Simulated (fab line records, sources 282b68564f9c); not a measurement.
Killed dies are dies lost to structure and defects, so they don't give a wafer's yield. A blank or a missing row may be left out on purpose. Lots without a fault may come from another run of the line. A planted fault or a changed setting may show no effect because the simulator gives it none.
A struck lot beside a sound one | flow rit_cmos | 16 steps out of a route of 202
Sound: wafers L882.1, L882.3, L882.4. Struck: wafers L895.1, L895.2, L895.6. The cause comes at the end.
At each step with rows: each side's tool, then ch and its chambers, then its first start. Under that, the readings that differ: sound wafers | struck wafers | difference of the means | sigmas: that difference in standard deviations of wafers without a fault.
alike: readings whose means differ by less than 2 such deviations, and words and numbers that are the same on both sides. not compared: withheld readings, readings that some wafer has no value for, bounds like >300 that may hide the same value, and numbers for which the record gives no deviation and whose values overlap.
The two part at a step that has a row with sigmas, a row that says differs or no value, or rows on one side only. Numbers that don't overlap but have no deviation are shown without sigmas and don't part them. A reading that every wafer of one side lacks parts them only if that side has two wafers or more.

first, 2 steps without rows for these wafers: RIT_NRETRO_HARDBAKE_07 (time 120 s); RIT_NRETRO_IMPLANT_08.
RIT_NRETRO_STRIP_09: strips in O2, time 180 s.
  sound on plasma_asher-02 ch 0,1, day 2 16:19; struck on plasma_asher-04 ch 0,1, day 5 05:41
  alike: drypump_motor_current_A
  not compared: rf_hours_counter_h
RIT_NRETRO_TW_MEAS_10:
  sound on film_metro-03, day 2 16:29; struck on film_metro-03, day 5 05:52
  alike: NRETRO_TW
then, 6 steps without rows for these wafers: RIT_PRETRO_HMDS_00 (prime time 60 s); RIT_PRETRO_COAT_01 (resist thk 1300 nm); RIT_PRETRO_SOFTBAKE_02 (time 60 s); RIT_PRETRO_EXPOSE_03 (exposes mask M5, target cd 43700 nm); RIT_PRETRO_PEB_04; RIT_PRETRO_DEVELOP_05 (develop time 68 s).
RIT_PRETRO_OVL_MEAS_06:
  sound on overlay-02, day 2 17:25; struck on overlay-01, day 5 06:56
  alike: PRETRO_OVL
then, 1 step without rows for these wafers: RIT_PRETRO_HARDBAKE_07 (time 120 s).
RIT_PRETRO_IMPLANT_08:
  sound on implanter-04 ch 0, day 2 17:43; struck on implanter-04 ch 0, day 5 07:13
  reading                   | sound                | struck               | difference | sigmas
  beam_energy_keV           | 45.007 45.010 45.010 | 60.766 60.768 60.765 | +15.757    | +99 or more
  model.implant.rp_nm (nm)  | 143.5 143.5 143.5    | 192.7 192.7 192.7    | +49.2      |
  model.implant.drp_nm (nm) | 55.07 55.07 55.07    | 65.12 65.12 65.12    | +10.05     |
  alike: dose_ions_cm2
RIT_PRETRO_STRIP_09: strips in O2, time 180 s.
  sound on plasma_asher-04 ch 0,1, day 2 17:52; struck on plasma_asher-03 ch 0,1, day 5 07:22
  alike: drypump_motor_current_A
  not compared: rf_hours_counter_h
RIT_PRETRO_TW_MEAS_10:
  sound on film_metro-01, day 2 18:02; struck on film_metro-01, day 5 07:46
  reading   | sound       | struck      | difference | sigmas
  PRETRO_TW | 472 469 473 | 495 494 496 | +24        | +8
  not compared: hold
RIT_M1_PROBE_99:
  the record has rows for the struck wafers here (prober-02, day 6 14:59) and none for the sound ones

WHERE THEY PART
First at RIT_PRETRO_IMPLANT_08; last, within this record, at RIT_M1_PROBE_99.

WHY: what the simulator had put in
Process parameter drift: implanter-04, from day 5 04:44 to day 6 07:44, at RIT_PRETRO_IMPLANT_08. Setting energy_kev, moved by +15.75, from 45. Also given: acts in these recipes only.
